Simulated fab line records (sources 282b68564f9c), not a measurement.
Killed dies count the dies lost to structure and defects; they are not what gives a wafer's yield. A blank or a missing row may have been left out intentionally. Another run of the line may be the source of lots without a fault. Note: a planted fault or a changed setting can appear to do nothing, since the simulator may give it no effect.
A struck lot beside a sound one    flow ritCmos    15 out of 202 route steps
Sound: wafers L347.4, L347.5, L347.6. Wafers L339.1, L339.3, L339.5 were the ones struck. At the end, the cause is stated.
Order at every step that has rows: each side's tool, ch and its chambers, its first start. Under that, the readings that differ: sound wafers    struck wafers    difference of the means    sigmas: that difference in standard deviations of wafers without a fault.
alike: a reading whose means differ by less than 2 such deviations, as well as words and numbers matching on both sides. not compared: withheld readings; readings where some wafer has no value; bounds like >300 that might hide an equal value; numbers whose values overlap and for which the record gives no deviation.
A row with sigmas, a row that says differs or no value, or rows on one side alone: a step with any of these is where the two part. Non-overlapping numbers with no deviation appear without sigmas and do not part them. A reading missing from all wafers of one side parts the sides only when that side holds two or more wafers.

RIT_GATE_THK_MEAS_07:
  sound on filmMetro-04, day 6 08:26; struck on filmMetro-03, day 4 17:41
  alike: GATE_OXIDE_THK
then, 1 step without rows for these wafers: RIT_GATE_CVD_08 (deposits poly-Si from SiH4, target thk 250 nm, time 2220 s).
RIT_GATE_THK_MEAS_09:
  sound on filmMetro-03, day 6 10:11; struck on filmMetro-01, day 4 19:22
  alike: GATE_POLY_THK
then, 6 steps without rows for these wafers: RIT_GATE_HMDS_10 (prime time 60 s); RIT_GATE_COAT_11 (resist thk 850 nm); RIT_GATE_SOFTBAKE_12 (time 60 s); RIT_GATE_EXPOSE_13 (exposes mask M6, target cd 150 nm); RIT_GATE_PEB_14; RIT_GATE_DEVELOP_15 (develop time 50 s).
RIT_GATE_CD_MEAS_16 targets a cd of 150 nm.
  sound on cdSem-02, day 6 11:22; struck on cdSem-02, day 4 20:22
  alike: cdNm
RIT_GATE_OVL_MEAS_17:
  sound on overlay-02, day 6 11:26; struck on overlay-01, day 4 20:29
  alike: GATE_OVL
then, 1 step without rows for these wafers: RIT_GATE_HARDBAKE_18 (time 60 s).
RIT_GATE_ETCH_19: etches poly-Si in SF6/CHF3/O2, stops on SiO2, time 165 s, target depth 312.5 nm.
  sound on rieSi-02 ch 1,2, day 6 11:37; struck on rieSi-02 ch 2,3, day 4 20:40
  no value came back on the struck wafers for any of 5 readings (CHF3_flow_sccm (sccm), O2_flow_sccm (sccm) and others); on the sound wafers CHF3_flow_sccm (sccm) reads 29.89 30.05 29.86
reading                                   sound              struck           difference  sigmas
model.NOVOLAK_of_GATE_COAT_11.thkNm (nm)  671.8 668.7 670.1  750.1 751.7 750  +80.4       
  not compared: rfHoursCounterH, model.SiO2_of_FOX2_OXIDATION_00.thkNm
RIT_GATE_STRIP_20: strips in O2, time 180 s.
  sound on plasmaAsher-04 ch 0,1, day 6 11:46; struck on plasmaAsher-03 ch 0,1, day 4 20:47
  alike: drypumpMotorCurrentA
  not compared: rfHoursCounterH
RIT_GATE_CD_MEAS_90 targets a cd of 150 nm.
  sound on cdSem-01, day 6 11:57; struck on cdSem-02, day 4 20:58
reading    sound              struck  difference                     sigmas
cdNm (nm)  148.9 151.0 150.1  - - -   no value on the struck wafers  

== WHERE THEY PART ==
Earliest at RIT_GATE_ETCH_19; latest, in this record, at RIT_GATE_CD_MEAS_90.

WHY: whatever the simulator had introduced
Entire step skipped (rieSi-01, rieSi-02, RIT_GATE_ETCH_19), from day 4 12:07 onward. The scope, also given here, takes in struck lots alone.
